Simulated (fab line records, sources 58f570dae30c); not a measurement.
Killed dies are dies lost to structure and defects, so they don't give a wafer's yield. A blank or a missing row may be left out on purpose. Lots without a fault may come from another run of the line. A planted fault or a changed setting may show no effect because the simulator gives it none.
A struck lot beside a sound one | flow berkeley_cmos170 | 21 steps out of a route of 331
Sound: wafers L394.1, L394.3, L394.5. Struck: wafers L402.1, L402.2, L402.3. The cause comes at the end.
At each step with rows: each side's tool, then ch and its chambers, then its first start. Under that, the readings that differ: sound wafers | struck wafers | difference of the means | sigmas: that difference in standard deviations of wafers without a fault.
alike: readings whose means differ by less than 2 such deviations, and words and numbers that are the same on both sides. not compared: withheld readings, readings that some wafer has no value for, bounds like >300 that may hide the same value, and numbers for which the record gives no deviation and whose values overlap.
The two part at a step that has a row with sigmas, a row that says differs or no value, or rows on one side only. Numbers that don't overlap but have no deviation are shown without sigmas and don't part them. A reading that every wafer of one side lacks parts them only if that side has two wafers or more.

first, 1 step without rows for these wafers: UCB170_ZERO_DEVELOP_05 (develop time 45 s).
UCB170_ZERO_ETCH_06: etches SiO2 in CHF3/CF4/Ar, time 12 s.
  sound on rie_diel-03 ch 1,3, day 1 22:04; struck on rie_diel-01 ch 0,1,3, day 3 16:24
  alike: chamber_pressure_mTorr, drypump_motor_current_A, oes_product_au, throttle_valve_pct
  not compared: rf_hours_counter_h
UCB170_ZERO_STRIP_07: strips in O2.
  sound on plasma_asher-03 ch 0, day 1 22:05; struck on plasma_asher-03 ch 0,1, day 3 16:25
  alike: chamber_pressure_mTorr, drypump_motor_current_A, oes_product_au, strip_time_to_endpoint_s
  not compared: rf_hours_counter_h
then, 2 steps without rows for these wafers: UCB170_NWELL_WET_ETCH_00 (etches SiO2 in dHF, time 200 s); UCB170_NWELL_OXIDATION_01 (target thk 26.4 nm, ox time 1260 s).
UCB170_NWELL_THK_MEAS_02:
  sound on film_metro-03, day 2 00:52; struck on film_metro-01, day 3 19:39
  alike: NWELL_OXIDE_THK
then, 2 steps without rows for these wafers: UCB170_NWELL_ANNEAL_03 (time 900 s); UCB170_NWELL_CVD_04 (deposits Si3N4 from SiH2Cl2/NH3, target thk 224 nm, time 3360 s).
UCB170_NWELL_THK_MEAS_05:
  sound on film_metro-01, day 2 05:24; struck on film_metro-01, day 4 03:13
  alike: NWELL_NITRIDE_THK
then, 3 steps without rows for these wafers: UCB170_NWELL_HMDS_06 (prime time 60 s); UCB170_NWELL_COAT_07 (resist thk 900 nm); UCB170_NWELL_SOFTBAKE_08 (time 60 s).
UCB170_NWELL_EXPOSE_09: exposes mask NWELL, target cd 3000 nm.
  sound on krf_scanner-01 ch 0, day 2 06:02; struck on krf_scanner-01 ch 0, day 4 03:47
  reading | sound                   | struck                  | difference | sigmas
  mask    | NWELL#0 NWELL#0 NWELL#0 | PWELL#0 PWELL#0 PWELL#0 | differs    |
  alike: stage_vel_mm_s
then, 2 steps without rows for these wafers: UCB170_NWELL_PEB_10; UCB170_NWELL_DEVELOP_11 (develop time 45 s).
UCB170_NWELL_OVL_MEAS_12:
  sound on overlay-02, day 2 06:26; struck on overlay-02, day 4 04:10
  reading        | sound    | struck | difference                    | sigmas
  NWELL_OVL (nm) | -1 -7 -7 | - - -  | no value on the struck wafers |
UCB170_NWELL_ETCH_13: etches Si3N4 in CH3F/Ar/O2, stops on SiO2, target depth 246.4 nm, time 154 s.
  sound on rie_diel-02 ch 1,3, day 2 06:28; struck on rie_diel-01 ch 1,2,3, day 4 04:12
  alike: chamber_pressure_mTorr, drypump_motor_current_A, oes_product_au, throttle_valve_pct
  not compared: rf_hours_counter_h
then, 1 step without rows for these wafers: UCB170_NWELL_IMPLANT_14.
UCB170_NWELL_STRIP_15: strips in O2.
  sound on plasma_asher-02 ch 0, day 2 06:43; struck on plasma_asher-02 ch 0,1, day 4 04:28
  alike: chamber_pressure_mTorr, drypump_motor_current_A, oes_product_au, strip_time_to_endpoint_s
  not compared: rf_hours_counter_h
UCB170_NWELL_TW_MEAS_16:
  sound on film_metro-04, day 2 06:49; struck on film_metro-04, day 4 04:34
  reading  | sound          | struck   | difference | sigmas
  NWELL_TW | 1256 1261 1265 | 30 30 30 | -1231      | -82
then, 1 step without rows for these wafers: UCB170_NWELL_CLEAN_17 (cleans in SPM, time 600 s).

WHERE THEY PART
First at UCB170_NWELL_EXPOSE_09; last, within this record, at UCB170_NWELL_TW_MEAS_16.

WHY: what the simulator had put in
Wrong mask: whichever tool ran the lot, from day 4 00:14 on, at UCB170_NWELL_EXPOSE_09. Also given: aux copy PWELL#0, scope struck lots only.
